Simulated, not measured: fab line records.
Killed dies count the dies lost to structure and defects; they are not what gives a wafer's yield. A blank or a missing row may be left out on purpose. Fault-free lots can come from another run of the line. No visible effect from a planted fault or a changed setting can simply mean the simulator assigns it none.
What tool caused it? | flow berkeley_cmos170 | 7 lots, 21 wafers sampled, at 4 steps of a route of 331

WHAT THE GAUGES SHOWED, per wafer
UCB170_SDANNEAL_RS_MEAS_02: uses a four-point probe to measure.
lot  | measured     | on            | PSD_RS (ohm/sq)
L846 | day 8 14:25  | film_metro-02 | 75.9 76.0 75.9
L849 | day 9 05:20  | film_metro-02 | 75.0 75.5 75.4
L850 | day 9 13:43  | film_metro-01 | 75.7 75.5 75.3
L852 | day 9 20:05  | film_metro-01 | 81.1 81.1 81.0
L857 | day 10 20:43 | film_metro-04 | 81.0 81.3 80.8
L861 | day 11 22:10 | film_metro-02 | 74.9 75.1 74.9
L866 | day 12 06:17 | film_metro-02 | 75.6 75.6 75.5

TOOL THAT RAN EACH LOT (tool first, then ch and the chambers of the sampled wafers, then the start)
lot  | UCB170_PSD_PEB_04                 | UCB170_PSD_IMPLANT_08           | UCB170_PSD_STRIP_09
L846 | litho_track-02 ch 0, day 8 09:38  | implanter-04 ch 0, day 8 10:04  | plasma_asher-01 ch 0, day 8 10:13
L849 | litho_track-04 ch 0, day 9 00:13  | implanter-02 ch 0, day 9 00:38  | plasma_asher-01 ch 0,1, day 9 00:47
L850 | litho_track-04 ch 0, day 9 07:28  | implanter-03 ch 0, day 9 07:53  | plasma_asher-02 ch 0,1, day 9 08:02
L852 | litho_track-04 ch 0, day 9 15:49  | implanter-03 ch 0, day 9 16:14  | plasma_asher-01 ch 0,1, day 9 16:23
L857 | litho_track-03 ch 0, day 10 15:36 | implanter-03 ch 0, day 10 16:02 | plasma_asher-03 ch 0,1, day 10 16:11
L861 | litho_track-02 ch 0, day 11 13:52 | implanter-04 ch 0, day 11 14:22 | plasma_asher-02 ch 0,1, day 11 14:31
L866 | litho_track-02 ch 0, day 12 00:11 | implanter-04 ch 0, day 12 00:37 | plasma_asher-02 ch 0,1, day 12 00:46
- UCB170_PSD_PEB_04
- UCB170_PSD_IMPLANT_08
- UCB170_PSD_STRIP_09: strips in O2.

THE ANSWER, worked out from the rows above alone
Rule: the lots themselves supply what counts as usual. Put in order of their means at a reading, lots are off if they are a third of the lots or fewer, leave a main group of 4 or more, and stand apart from it by a gap of 3 or more times the standard deviation of the main group's means; of several such gaps the widest counts. The tables above print the reading to a certain number of digits; a main group whose means all agree to those digits is not used. A lot without any number at a reading at which 4 lots or more have one is off too. The other lots that the step has rows for count as sound.
Off: L852, L857, seen at UCB170_SDANNEAL_RS_MEAS_02 (PSD_RS). The main group has a mean of 75.5 ohm/sq with a standard deviation of 0.32.
A tool fits if, at a process step before that reading, it ran every lot that is off, and no sound lot after the first of them. Those tools and the gauges at UCB170_SDANNEAL_RS_MEAS_02 are tried in the same way. One candidate fits, namely implanter-03 at UCB170_PSD_IMPLANT_08. Its last sound lot is L850 (day 9 07:53), its first lot that is off L852 (day 9 16:14): a fault that began between those two fits.

WHAT THE SIMULATOR HAD INSERTED
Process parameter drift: implanter-03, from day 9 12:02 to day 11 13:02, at UCB170_PSD_IMPLANT_08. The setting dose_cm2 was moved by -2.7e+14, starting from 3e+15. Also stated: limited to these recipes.
Struck lots among those shown: L852, L857. This agrees with what the rule above found.
